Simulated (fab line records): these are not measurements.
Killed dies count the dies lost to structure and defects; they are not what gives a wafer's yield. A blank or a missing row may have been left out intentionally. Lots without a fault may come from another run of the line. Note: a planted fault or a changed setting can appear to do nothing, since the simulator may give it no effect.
fab line records -- flow rit_cmos
record lots=14, wafers=42, last_day=7
route steps=202 shown NLDD@111 M1@202
lots untouched by any fault: they come from a run of this same line in which no faults occurred
start_h: hours from the record's opening day to when the first of the lot's shown wafers began -- wait_h: hours from the lot's prior step to this one -- " as in the row above -- L1.1+2: several wafers, shown together as one row -- - no value, or no start given -- * or withheld: withheld -- < > ~ a bound
route shown NAME@n: a module of which the file shows steps, and the number in the route of the first -- usual: mean/standard deviation taken from wafers without a fault -- same: alike in all rows -- chamber/n: place in a boat -- sites: per-site readings -- _std_site: standard deviation across them -- _edge_site: mean of outer sites minus mean of inner sites -- radius_mm: for every site, how far away it sits from the centre of the wafer -- mask NAME#n: copy n -- behind: the tool/chamber that last shaped the wafer -- hold: what put the lot on hold/how long, in hours/how the hold closed -- device: the n, p or np transistor that did not switch -- end of line: tests run on the same wafers once the route is complete -- step lacking rows: just its recipe -- killed: the dies lost at the first sort to structure and to defects; this is not the yield of the wafer -- map: per-die view of a wafer (x killed, . not killed, _ where there is no die)
set.NAME: the setting that was run; set.NAME@STEP: the one run at that earlier step -- model.NAME: the simulator's own value behind a step, which no gauge read
a sample of lots followed through the steps of the route, with each step as a table and each wafer as a row
services: the hour from which a tool's chamber was out of use, counted from the record's first day as start_h (under 0 if before that day), plus the number of hours and why
## steps
# step RIT_NLDD_IMPLANT_08
# recipe species=P, energy_kev=20, dose_cm2=5e+14, tilt_deg=7
# usual tilt_deg=7.005/0.02
lot.wafer,tool,chamber,start_h,wait_h,tilt_deg
L558.1,implanter-01,0,41.86,0.1,6.986
L558.2,implanter-01,0,41.86,0.1,7.029
L558.5,implanter-01,0,41.86,0.1,7.010
L559.3,implanter-01,0,46.61,0.1,6.971
L559.5,implanter-01,0,46.61,0.1,6.987
L559.6,implanter-01,0,46.61,0.1,6.955
L560.1,implanter-02,0,51.91,0.1,7.017
L560.4,implanter-02,0,51.91,0.1,6.989
L560.6,implanter-02,0,51.91,0.1,7.015
L561.1,implanter-04,0,57.11,0.1,7.031
L561.4,implanter-04,0,57.11,0.1,7.034
L561.5,implanter-04,0,57.11,0.1,7.020
L562.1,implanter-01,0,63.09,0.1,7.002
L562.2,implanter-01,0,63.09,0.1,6.999
L562.6,implanter-01,0,63.09,0.1,7.016
L563.2,implanter-01,0,70.83,0.1,7.028
L563.4,implanter-01,0,70.83,0.1,7.058
L563.5,implanter-01,0,70.83,0.1,7.018
L564.2,implanter-01,0,72.55,0.1,6.951
L564.3,implanter-01,0,72.55,0.1,7.017
L564.6,implanter-01,0,72.55,0.1,6.983
L565.1,implanter-02,0,77.01,0.1,6.992
L565.2,implanter-02,0,77.01,0.1,6.990
L565.6,implanter-02,0,77.01,0.1,6.999
L567.2,implanter-02,0,87.95,0.1,7.007
L567.4,implanter-02,0,87.95,0.1,6.987
L567.5,implanter-02,0,87.95,0.1,7.015
L573.3,implanter-04,0,115.87,0.1,6.228
L573.4,implanter-04,0,115.87,0.1,6.248
L573.6,implanter-04,0,115.87,0.1,6.218
L574.1,implanter-04,0,122.47,0.1,6.215
L574.2,implanter-04,0,122.47,0.1,6.216
L574.3,implanter-04,0,122.47,0.1,6.257
L577.4,implanter-02,0,136.17,0.1,7.043
L577.5,implanter-02,0,136.17,0.1,7.013
L577.6,implanter-02,0,136.17,0.1,7.034
L580.1,implanter-01,0,153.28,0.1,7.006
L580.3,implanter-01,0,153.28,0.1,6.986
L580.5,implanter-01,0,153.28,0.1,7.024
L581.3,implanter-02,0,157.87,0.1,7.039
L581.4,implanter-02,0,157.87,0.1,7.015
L581.5,implanter-02,0,157.87,0.1,7.005
# step RIT_SDANNEAL_RS_MEAS_07
# recipe thk_meas_gauge=four-point-probe
# usual NLDD_RS=151.7/0.54
lot.wafer,tool,chamber,start_h,wait_h,NLDD_RS[ohm/sq]
L558.1,film_metro-04,-,51.20,0.1,151.6
L558.2,film_metro-04,-,51.20,0.1,151.3
L558.5,film_metro-04,-,51.20,0.1,151.4
L559.3,film_metro-01,-,54.89,0.1,151.7
L559.5,film_metro-01,-,54.89,0.1,152.0
L559.6,film_metro-01,-,54.89,0.1,152.0
L560.1,film_metro-01,-,60.42,0.1,151.4
L560.4,film_metro-01,-,60.42,0.1,151.7
L560.6,film_metro-01,-,60.42,0.1,151.9
L561.1,film_metro-04,-,65.42,0.1,151.7
L561.4,film_metro-04,-,65.42,0.1,152.3
L561.5,film_metro-04,-,65.42,0.1,152.1
L562.1,film_metro-02,-,71.42,0.1,151.4
L562.2,film_metro-02,-,71.42,0.1,150.9
L562.6,film_metro-02,-,71.42,0.1,151.8
L563.2,film_metro-02,-,78.75,0.1,153.4
L563.4,film_metro-02,-,78.75,0.1,153.2
L563.5,film_metro-02,-,78.75,0.1,152.9
L564.2,film_metro-04,-,80.83,0.1,151.2
L564.3,film_metro-04,-,80.83,0.1,151.0
L564.6,film_metro-04,-,80.83,0.1,150.9
L565.1,film_metro-01,-,85.57,0.1,151.3
L565.2,film_metro-01,-,85.57,0.1,151.9
L565.6,film_metro-01,-,85.57,0.1,151.7
L567.2,film_metro-02,-,96.13,0.1,151.5
L567.4,film_metro-02,-,96.13,0.1,151.8
L567.5,film_metro-02,-,96.13,0.1,151.7
L573.3,film_metro-01,-,124.04,0.1,-
L573.4,film_metro-01,-,124.04,0.1,-
L573.6,film_metro-01,-,124.04,0.1,-
L574.1,film_metro-04,-,130.77,0.1,-
L574.2,film_metro-04,-,130.77,0.1,-
L574.3,film_metro-04,-,130.77,0.1,-
L577.4,film_metro-02,-,144.36,0.1,152.1
L577.5,film_metro-02,-,144.36,0.1,151.6
L577.6,film_metro-02,-,144.36,0.1,151.6
L580.1,film_metro-01,-,161.45,0.1,151.8
L580.3,film_metro-01,-,161.45,0.1,152.0
L580.5,film_metro-01,-,161.45,0.1,151.6
L581.3,film_metro-04,-,165.91,0.1,151.2
L581.4,film_metro-04,-,165.91,0.1,151.8
L581.5,film_metro-04,-,165.91,0.1,151.5
# step RIT_M1_PROBE_99
# usual killed_at_contacts=0.1/0.27, killed_at_front_end=7/3.1, killed_dies=7/3.1, killed_open=3.6/2.3, killed_short=3.2/2
# same gross_dies=264, killed_at_M0_to_M3=0, killed_at_M4_up=0, killed_at_back_side=0, killed_at_other=0
lot.wafer,tool,chamber,start_h,wait_h,killed_at_contacts,killed_at_front_end,killed_dies,killed_open,killed_short
L567.2,prober-02,-,104.73,0.1,0,6,6,5,1
L567.4,prober-02,-,104.83,0.2,0,10,10,6,4
L567.5,prober-02,-,104.88,0.2,0,8,8,4,4
L577.4,prober-02,-,151.56,0.2,0,8,8,5,2
L577.5,prober-02,-,151.61,0.2,0,10,10,7,3
L577.6,prober-02,-,151.66,0.2,0,6,6,2,4
# killed by level:class
L567.2 GATE:geometric_particle:open=2 FOX1:geometric_particle:open=1 FOX2:geometric_particle:short=1 REOX:geometric_particle:open=1 SILICIDE:geometric_particle:open=1
L567.4 FOX1:geometric_particle:short=2 FOX1:geometric_particle:open=2 GATE:geometric_particle:open=2 FOX2:geometric_particle:open=1 FOX2:geometric_particle:short=1 GATE:geometric_particle:short=1 SILICIDE:geometric_particle:open=1
L567.5 GATE:geometric_particle:short=4 GATE:geometric_particle:open=2 REOX:geometric_particle:open=1 SPACER:geometric_particle:open=1
L577.4 FOX1:geometric_particle:short=2 GATE:geometric_particle:open=2 FOX1:geometric_particle:open=1 FOX2:geometric_particle:open=1 SPACER:geometric_particle:open=1 PRETRO:coat_microbubble_printed=1
L577.5 GATE:geometric_particle:open=2 REOX:geometric_particle:open=2 FOX1:geometric_particle:short=1 FOX1:geometric_particle:open=1 FOX2:geometric_particle:short=1 FOX2:geometric_particle:open=1 GATE:geometric_particle:short=1 SPACER:geometric_particle:open=1
L577.6 SILICIDE:geometric_particle:short=2 FOX1:geometric_particle:short=1 FOX2:geometric_particle:open=1 REOX:geometric_particle:open=1 REOX:geometric_particle:short=1
## services
tool,chamber,start_h,hours,kind
implanter-02,-,37.09,1.7,repair
implanter-02,-,68.94,6.0,repair
implanter-02,-,99.61,3.7,pm
implanter-04,-,100.21,2.7,pm
implanter-01,-,135.63,15.8,repair
implanter-02,-,137.85,14.8,repair
## key
first_sign step=RIT_NLDD_IMPLANT_08, reading=tilt_deg, direction=down, sigmas=39, usual=7.005, struck=6.230
effect step=RIT_SDANNEAL_RS_MEAS_07, reading=NLDD_RS, direction=missing
met_at RIT_NLDD_IMPLANT_08
struck_lots L573,L574
tester_left_out L573,L574
onset_between 57.11 115.87
fault kind=process_parameter_drift, tool=implanter-04, chamber=-, onset_h=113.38, steps=RIT_NLDD_IMPLANT_08, channel=tilt_deg, offset=-0.76753, shape=step, end_h=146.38, acts_in=these_recipes_only, stated=7
# tester_left_out: of these lots the tester's yield and bins aren't shown, on N5 and GAA mostly nor the transistor test; their killed dies are dies lost to structure and defects alone, not to doping, threshold or leakage, so they don't give the yield
